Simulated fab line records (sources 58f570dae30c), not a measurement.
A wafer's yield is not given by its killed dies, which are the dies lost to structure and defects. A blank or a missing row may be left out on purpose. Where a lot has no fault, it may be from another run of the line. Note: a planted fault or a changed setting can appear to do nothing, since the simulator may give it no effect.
Which of the tools did it? | flow berkeleyCmos170 | 42 wafers from 14 lots sampled at 5 of the route's 331 steps

WHAT THE GAUGES READ, wafer by wafer
UCB170_SACOX_THK_MEAS_02. Usual: SACOX_OXIDE_THK gives 14.3 nm (standard deviation 0.3).
lot  | measured     | on           | SACOX_OXIDE_THK (nm) | flag
L402 | day 6 00:44  | filmMetro-02 | 14.0 14.3 14.2       | 
L401 | day 6 00:44  | filmMetro-01 | 14.3 14.4 14.3       | 
L403 | day 6 09:34  | filmMetro-02 | 14.4 14.1 14.2       | 
L404 | day 6 19:25  | filmMetro-04 | 14.0 14.1 14.2       | 
L405 | day 6 19:25  | filmMetro-01 | 14.0 14.2 14.4       | 
L406 | day 6 19:23  | filmMetro-02 | 13.6 13.9 14.0       | 
L407 | day 7 09:08  | filmMetro-01 | 14.0 14.0 13.8       | 
L409 | day 7 15:17  | filmMetro-01 | 14.5 14.6 14.8       | 
L411 | day 8 10:36  | filmMetro-02 | 14.5 14.4 14.6       | 
L417 | day 9 12:21  | filmMetro-04 | 14.2 13.9 14.2       | 
L418 | day 9 12:21  | filmMetro-02 | 14.2 14.3 14.3       | 
L420 | day 10 02:43 | filmMetro-04 | 14.3 14.4 14.4       | 
L423 | day 10 16:08 | filmMetro-01 | 14.3 14.2 14.3       | 
L424 | day 10 16:08 | filmMetro-04 | 14.0 14.1 14.1       | 

UCB170_NVT_TW_MEAS_09. Usual: NVT_TW gives 522 (standard deviation 6).
lot  | measured     | on           | NVT_TW      | flag
L402 | day 6 11:08  | filmMetro-04 | 529 532 527 | 
L401 | day 6 10:29  | filmMetro-03 | 527 529 526 | 
L403 | day 6 19:22  | filmMetro-04 | 529 529 531 | 
L404 | day 7 08:48  | filmMetro-04 | 527 527 530 | 
L405 | day 7 09:03  | filmMetro-02 | 515 516 514 | 
L406 | day 7 09:19  | filmMetro-03 | 525 525 526 | 
L407 | day 7 21:36  | filmMetro-03 | 525 526 525 | 
L409 | day 8 04:40  | filmMetro-02 | 573 572 573 | OFF
L411 | day 9 01:03  | filmMetro-03 | 586 582 583 | OFF
L417 | day 10 08:41 | filmMetro-03 | 527 528 526 | 
L418 | day 10 08:24 | filmMetro-02 | 516 517 515 | 
L420 | day 10 14:47 | filmMetro-03 | 528 524 525 | 
L423 | day 11 05:45 | filmMetro-02 | 515 515 516 | 
L424 | day 11 05:31 | filmMetro-02 | 516 517 515 | 

UCB170_FIELD_THK_MEAS_91. Usual: FIELD_OXIDE_LEFT_2_THK gives 347 nm (standard deviation 11).
lot  | measured     | on           | FIELD_OXIDE_LEFT_2_THK (nm) | flag
L402 | day 6 14:10  | filmMetro-03 | 361 352 357                 | 
L401 | day 6 13:53  | filmMetro-02 | 340 342 338                 | 
L403 | day 6 21:13  | filmMetro-02 | 341 358 349                 | 
L404 | day 7 11:13  | filmMetro-03 | 343 335 339                 | 
L405 | day 7 11:21  | filmMetro-03 | 333 340 341                 | 
L406 | day 7 11:50  | filmMetro-01 | 373 376 376                 | 
L407 | day 7 23:48  | filmMetro-03 | 341 342 330                 | 
L409 | day 8 07:10  | filmMetro-01 | 334 343 337                 | 
L411 | day 9 02:56  | filmMetro-01 | 355 350 353                 | 
L417 | day 10 12:28 | filmMetro-03 | 352 344 339                 | 
L418 | day 10 12:03 | filmMetro-01 | 353 348 353                 | 
L420 | day 10 16:59 | filmMetro-02 | 348 352 346                 | 
L423 | day 11 08:57 | filmMetro-02 | 352 345 350                 | 
L424 | day 11 08:34 | filmMetro-02 | 354 350 345                 | 

EACH LOT AND THE TOOL THAT RAN IT (in order: tool; ch and the chambers of the sampled wafers; start)
lot  | UCB170_ACTIVE_STRIP_16             | UCB170_NVT_IMPLANT_07
L402 | plasmaAsher-01 ch 0,1, day 5 01:04 | implanter-02 ch 0, day 6 10:55
L401 | plasmaAsher-02 ch 0,1, day 5 01:40 | implanter-04 ch 0, day 6 10:16
L403 | plasmaAsher-02 ch 0,1, day 5 07:37 | implanter-02 ch 0, day 6 19:09
L404 | plasmaAsher-02 ch 0,1, day 5 21:13 | implanter-02 ch 0, day 7 08:33
L405 | plasmaAsher-02 ch 0,1, day 5 21:43 | implanter-04 ch 0, day 7 08:49
L406 | plasmaAsher-03 ch 0,1, day 5 21:56 | implanter-02 ch 0, day 7 09:04
L407 | plasmaAsher-03 ch 0, day 6 04:34   | implanter-04 ch 0, day 7 21:21
L409 | plasmaAsher-02 ch 0,1, day 6 13:16 | implanter-02 ch 0, day 8 04:26
L411 | plasmaAsher-01 ch 0,1, day 7 07:28 | implanter-02 ch 0, day 9 00:49
L417 | plasmaAsher-01 ch 0, day 8 09:43   | implanter-03 ch 0, day 10 08:26
L418 | plasmaAsher-03 ch 0,1, day 8 10:00 | implanter-04 ch 0, day 10 08:09
L420 | plasmaAsher-01 ch 0,1, day 8 23:14 | implanter-03 ch 0, day 10 14:32
L423 | plasmaAsher-03 ch 0,1, day 9 18:05 | implanter-02 ch 0, day 11 05:30
L424 | plasmaAsher-03 ch 0,1, day 9 18:19 | implanter-03 ch 0, day 11 05:16
- UCB170_ACTIVE_STRIP_16: strips in O2.
- UCB170_NVT_IMPLANT_07

WHAT THE TOOLS THEMSELVES READ (means of the sampled wafers that have a number; where no wafer has one, the mark that the record gives instead)
UCB170_ACTIVE_STRIP_16. Usual: drypumpMotorCurrentA 5.6 A, standard deviation 0.32; o2FlowSccm 400.1 sccm, standard deviation 1.2; oesProductAu 0.721 a.u., standard deviation 0.0046; stripTimeToEndpointS 18.08 s, standard deviation 0.076.
lot  | tool           | drypumpMotorCurrentA (A) | o2FlowSccm (sccm) | oesProductAu (a.u.) | stripTimeToEndpointS (s) | flag
L402 | plasmaAsher-01 | 5.5                      | 399.9             | 0.722               | 18.10                    | 
L401 | plasmaAsher-02 | 5.5                      | 399.1             | 0.720               | 18.20                    | 
L403 | plasmaAsher-02 | 5.5                      | 399.7             | 0.724               | 18.04                    | 
L404 | plasmaAsher-02 | 5.5                      | 400.6             | 0.721               | 18.01                    | 
L405 | plasmaAsher-02 | 5.5                      | 399.6             | 0.720               | 18.01                    | 
L406 | plasmaAsher-03 | 5.6                      | 400.1             | 0.724               | 18.08                    | 
L407 | plasmaAsher-03 | 5.5                      | 399.1             | 0.722               | 18.09                    | 
L409 | plasmaAsher-02 | 5.4                      | 400.2             | 0.727               | 17.98                    | 
L411 | plasmaAsher-01 | 5.4                      | 401.6             | 0.719               | 18.02                    | 
L417 | plasmaAsher-01 | 5.7                      | 399.8             | 0.722               | 17.94                    | 
L418 | plasmaAsher-03 | 5.6                      | 399.8             | 0.721               | 18.18                    | 
L420 | plasmaAsher-01 | 5.3                      | 399.5             | 0.724               | 18.12                    | 
L423 | plasmaAsher-03 | 5.9                      | 400.7             | 0.722               | 18.18                    | 
L424 | plasmaAsher-03 | 5.7                      | 400.3             | 0.718               | 18.05                    | 

UCB170_NVT_IMPLANT_07. Usual: doseIonsCm2 3e+12, standard deviation 3.9e+09; faradayCurrentUA 9.52, standard deviation 0.19.
lot  | tool         | doseIonsCm2 | faradayCurrentUA | flag
L402 | implanter-02 | 3e+12       | 9.67             | 
L401 | implanter-04 | 3e+12       | 9.56             | 
L403 | implanter-02 | 3e+12       | 9.56             | 
L404 | implanter-02 | 3e+12       | 9.67             | 
L405 | implanter-04 | 3e+12       | 9.63             | 
L406 | implanter-02 | 3e+12       | 9.39             | 
L407 | implanter-04 | 3e+12       | 9.52             | 
L409 | implanter-02 | 4e+12       | 13.72            | OFF
L411 | implanter-02 | 4e+12       | 13.37            | OFF
L417 | implanter-03 | 3e+12       | 9.60             | 
L418 | implanter-04 | 3e+12       | 9.53             | 
L420 | implanter-03 | 3e+12       | 9.40             | 
L423 | implanter-02 | 3e+12       | 9.43             | 
L424 | implanter-03 | 3e+12       | 9.37             | 

THE ANSWER, worked out from the rows above alone
Rule: a lot is off if the mean of its wafers that have a number lies more than 3 standard deviations from the usual mean. Also off: a lot with no number at a reading for which 4 or more lots have one. All remaining lots with rows at the step are treated as sound. After the gauges, taken in route order, come the tools' own readings; for these a lot's mean is taken, as printed above. At the first step where some lot is off, the reading lying furthest off is the one used; lots without a number count as furthest.
Off: L409, L411, seen at UCB170_NVT_TW_MEAS_09 (NVT_TW).
If a tool, at a process step before that reading, ran all the lots that are off and no sound lot after the first of them, it fits. Not tried: the gauges at UCB170_NVT_TW_MEAS_09; whatever is off there is also off at UCB170_NVT_IMPLANT_07, on other tools, and gauge error can't account for it. Of those tried, none fits.

WHAT THE SIMULATOR PUT IN
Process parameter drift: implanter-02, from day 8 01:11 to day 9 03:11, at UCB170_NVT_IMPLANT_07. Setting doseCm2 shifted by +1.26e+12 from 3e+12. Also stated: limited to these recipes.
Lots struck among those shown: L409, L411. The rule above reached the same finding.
